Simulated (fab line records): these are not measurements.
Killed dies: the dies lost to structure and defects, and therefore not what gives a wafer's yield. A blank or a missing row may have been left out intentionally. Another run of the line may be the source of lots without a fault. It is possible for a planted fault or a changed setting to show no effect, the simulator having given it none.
Which tool did it?    flow berkeleyCmos170    19 wafers sampled from 7 lots at 1 step of a route of 331

## WHAT THE GAUGES READ, wafer by wafer
UCB170_CONTACT_THK_MEAS_02.
lot   measured      on            CONTACT_PSG_THK (nm)
L564  day 7 04:27   filmMetro-04  686 688 688
L565  day 7 20:34   filmMetro-01  693 692 697
L567  day 8 07:47   filmMetro-03  673 676 668
L571  day 9 03:02   filmMetro-01  693
L577  day 10 07:35  filmMetro-01  696 688 695
L578  day 10 10:20  filmMetro-01  681 672 680
L582  day 11 14:18  filmMetro-04  682 684 684

## WHAT TOOL EACH LOT RAN ON (gives the tool, then ch and the chambers of the sampled wafers, and finally the start)
The record holds no process step before these readings.

## THE ANSWER, worked out from the rows above alone
Rule: the usual values come from the lots themselves. Put in order of their means at a reading, lots are off if they are a third of the lots or fewer, leave a main group of 4 or more, and stand apart from it by a gap of 3 or more times the standard deviation of the main group's means; of several such gaps the widest counts. A main group is skipped when, at the precision printed for the reading in the tables above, its means are all equal. A lot without any number at a reading at which 4 lots or more have one is off too. The other lots that the step has rows for count as sound.
Across all readings shown, no lot is off: no conclusion can be drawn from this.

## WHAT WAS PUT IN BY THE SIMULATOR
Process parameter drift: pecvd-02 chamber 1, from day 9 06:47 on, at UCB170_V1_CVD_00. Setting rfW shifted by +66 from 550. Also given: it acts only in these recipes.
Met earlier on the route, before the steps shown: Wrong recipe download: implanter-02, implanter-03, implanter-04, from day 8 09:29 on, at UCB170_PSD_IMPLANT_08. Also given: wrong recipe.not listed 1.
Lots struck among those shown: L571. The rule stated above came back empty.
